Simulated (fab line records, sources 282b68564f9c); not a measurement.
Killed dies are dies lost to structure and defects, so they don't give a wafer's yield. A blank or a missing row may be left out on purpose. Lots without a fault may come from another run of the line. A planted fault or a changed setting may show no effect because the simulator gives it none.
Which tool did it? | flow rit_cmos | 14 lots, 42 wafers sampled, at 4 steps of a route of 202

WHAT THE GAUGES READ, wafer by wafer
RIT_GATE_CD_MEAS_16: target cd 150 nm. Usual: cd_nm 150.4 nm, standard deviation 2.5.
lot  | measured    | on        | cd_nm (nm)        | flag
L620 | day 2 13:26 | cd_sem-01 | 150.7 151.2 151.7 |
L621 | day 2 21:33 | cd_sem-02 | 149.0 148.2 149.8 |
L623 | day 3 10:20 | cd_sem-01 | 152.5 154.3 153.4 |
L625 | day 3 16:28 | cd_sem-01 | 152.0 153.2 149.9 |
L626 | day 3 23:37 | cd_sem-01 | 150.7 150.8 149.8 |
L627 | day 4 08:08 | cd_sem-02 | 147.3 147.9 148.9 |
L629 | day 4 11:04 | cd_sem-01 | 151.9 151.5 149.8 |
L631 | day 4 23:35 | cd_sem-02 | 149.4 148.2 150.0 |
L632 | day 5 06:40 | cd_sem-02 | 151.5 150.1 152.3 |
L634 | day 5 16:35 | cd_sem-02 | 152.3 152.4 151.1 |
L637 | day 6 05:20 | cd_sem-01 | 148.2 147.8 148.2 |
L638 | day 6 06:59 | cd_sem-01 | 153.4 152.3 152.2 |
L641 | day 6 23:32 | cd_sem-02 | 154.4 151.5 151.9 |
L642 | day 7 03:47 | cd_sem-01 | 148.7 148.7 149.5 |

RIT_CONTACT_OVL_MEAS_09. Usual: CONTACT_OVL -0.6 nm, standard deviation 1.6.
lot  | measured    | on         | CONTACT_OVL (nm) | flag
L620 | day 3 04:20 | overlay-01 | 1.1 0.1 1.2      |
L621 | day 3 12:50 | overlay-02 | -1.5 -1.3 -2.1   |
L623 | day 4 01:51 | overlay-01 | 0.1 -1.7 -0.2    |
L625 | day 4 08:59 | overlay-01 | 3.2 3.5 1.9      |
L626 | day 4 18:23 | overlay-02 | -0.6 0.2 -0.2    |
L627 | day 4 23:26 | overlay-01 | 0.3 -0.8 -1.7    |
L629 | day 5 03:26 | overlay-01 | 0.2 -1.2 0.3     |
L631 | day 5 15:59 | overlay-02 | -2.9 -0.9 -2.1   |
L632 | day 5 21:43 | overlay-02 | -0.3 1.7 -0.9    |
L634 | day 6 07:53 | overlay-01 | -0.6 -0.8 -1.3   |
L637 | day 6 21:18 | overlay-01 | 0.6 0.2 -0.8     |
L638 | day 6 23:10 | overlay-02 | -3.2 -1.3 -2.8   |
L641 | day 7 14:39 | overlay-01 | -0.1 -0.8 -0.5   |
L642 | day 7 20:10 | overlay-01 | -1.8 -2.0 -2.7   |

WHICH TOOL RAN EACH LOT (tool, then ch and the chambers of the sampled wafers, then the start)
lot  | RIT_SDANNEAL_CLEAN_00          | RIT_SILICIDE_RTA_04
L620 | wet_bench-04 ch 3, day 3 01:42 | rtp_anneal-02 ch 0, day 3 02:58
L621 | wet_bench-03 ch 0, day 3 10:04 | rtp_anneal-01 ch 0, day 3 11:20
L623 | wet_bench-03 ch 3, day 3 23:06 | rtp_anneal-01 ch 0, day 4 00:22
L625 | wet_bench-02 ch 1, day 4 06:21 | rtp_anneal-01 ch 0, day 4 07:37
L626 | wet_bench-02 ch 2, day 4 15:38 | rtp_anneal-02 ch 0, day 4 16:57
L627 | wet_bench-03 ch 3, day 4 20:25 | rtp_anneal-01 ch 0, day 4 21:40
L629 | wet_bench-04 ch 0, day 5 00:35 | rtp_anneal-01 ch 0, day 5 01:53
L631 | wet_bench-02 ch 3, day 5 13:14 | rtp_anneal-01 ch 0, day 5 14:29
L632 | wet_bench-04 ch 3, day 5 19:05 | rtp_anneal-02 ch 0, day 5 20:21
L634 | wet_bench-02 ch 0, day 6 05:16 | rtp_anneal-02 ch 0, day 6 06:32
L637 | wet_bench-03 ch 3, day 6 18:33 | rtp_anneal-01 ch 0, day 6 19:47
L638 | wet_bench-04 ch 2, day 6 20:30 | rtp_anneal-02 ch 0, day 6 21:47
L641 | wet_bench-04 ch 3, day 7 11:54 | rtp_anneal-01 ch 0, day 7 13:13
L642 | wet_bench-04 ch 3, day 7 17:23 | rtp_anneal-02 ch 0, day 7 18:39
- RIT_SDANNEAL_CLEAN_00: cleans in SC1, time 600 s.
- RIT_SILICIDE_RTA_04: time 10 s, ramp up 5 s, ramp down 5 s.

WHAT THE TOOLS THEMSELVES READ (means of the sampled wafers that have a number; where no wafer has one, the mark that the record gives instead)
RIT_SDANNEAL_CLEAN_00. Usual: temp_c 75.03 C, standard deviation 0.12.
lot  | tool         | temp_c (C) | flag
L620 | wet_bench-04 | 74.99      |
L621 | wet_bench-03 | 75.18      |
L623 | wet_bench-03 | 75.01      |
L625 | wet_bench-02 | 74.96      |
L626 | wet_bench-02 | 75.08      |
L627 | wet_bench-03 | 74.95      |
L629 | wet_bench-04 | 75.01      |
L631 | wet_bench-02 | 74.11      | OFF
L632 | wet_bench-04 | 74.91      |
L634 | wet_bench-02 | 74.32      | OFF
L637 | wet_bench-03 | 75.02      |
L638 | wet_bench-04 | 75.00      |
L641 | wet_bench-04 | 75.03      |
L642 | wet_bench-04 | 75.01      |

RIT_SILICIDE_RTA_04. Usual: wafer_temp_C_max 652.1, standard deviation 0.54.
lot  | tool          | wafer_temp_C_max | flag
L620 | rtp_anneal-02 | 651.9            |
L621 | rtp_anneal-01 | 652.3            |
L623 | rtp_anneal-01 | 652.1            |
L625 | rtp_anneal-01 | 652.1            |
L626 | rtp_anneal-02 | 651.9            |
L627 | rtp_anneal-01 | 652.3            |
L629 | rtp_anneal-01 | 652.4            |
L631 | rtp_anneal-01 | 652.3            |
L632 | rtp_anneal-02 | 651.8            |
L634 | rtp_anneal-02 | 651.4            |
L637 | rtp_anneal-01 | 652.5            |
L638 | rtp_anneal-02 | 652.1            |
L641 | rtp_anneal-01 | 652.3            |
L642 | rtp_anneal-02 | 652.3            |

THE ANSWER, worked out from the rows above alone
Rule: a lot is off if the mean of its wafers that have a number lies more than 3 standard deviations from the usual mean. A lot without any number at a reading at which 4 lots or more have one is off too. The other lots that the step has rows for count as sound. The gauges are gone through in route order, then the tools' own readings, and for those a lot's mean is taken as printed above. The first step at which some lot is off is used, and at that step the reading that is off furthest; a lot without a number counts as furthest.
Off: L631, L634, at RIT_SDANNEAL_CLEAN_00 (temp_c).
A tool fits if, at that step or a process step before it, it ran every lot that is off, and no sound lot after the first of them. One fits: wet_bench-02 at RIT_SDANNEAL_CLEAN_00. Its last sound lot is L626 (day 4 15:38), its first lot that is off L631 (day 5 13:14): a fault that began between those two fits.
The tool's own readings at RIT_SDANNEAL_CLEAN_00 bear it out: on the lots that are off they differ by more than 5 times the standard deviation of the sound lots' means. temp_c reads 74.22 C there against 75.01 C on the sound lots.

WHAT THE SIMULATOR HAD PUT IN
Process parameter drift: wet_bench-02, from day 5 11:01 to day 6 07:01, at RIT_SDANNEAL_CLEAN_00. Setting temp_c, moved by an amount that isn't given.
Lots struck among those shown: L631, L634. The rule above found the same.
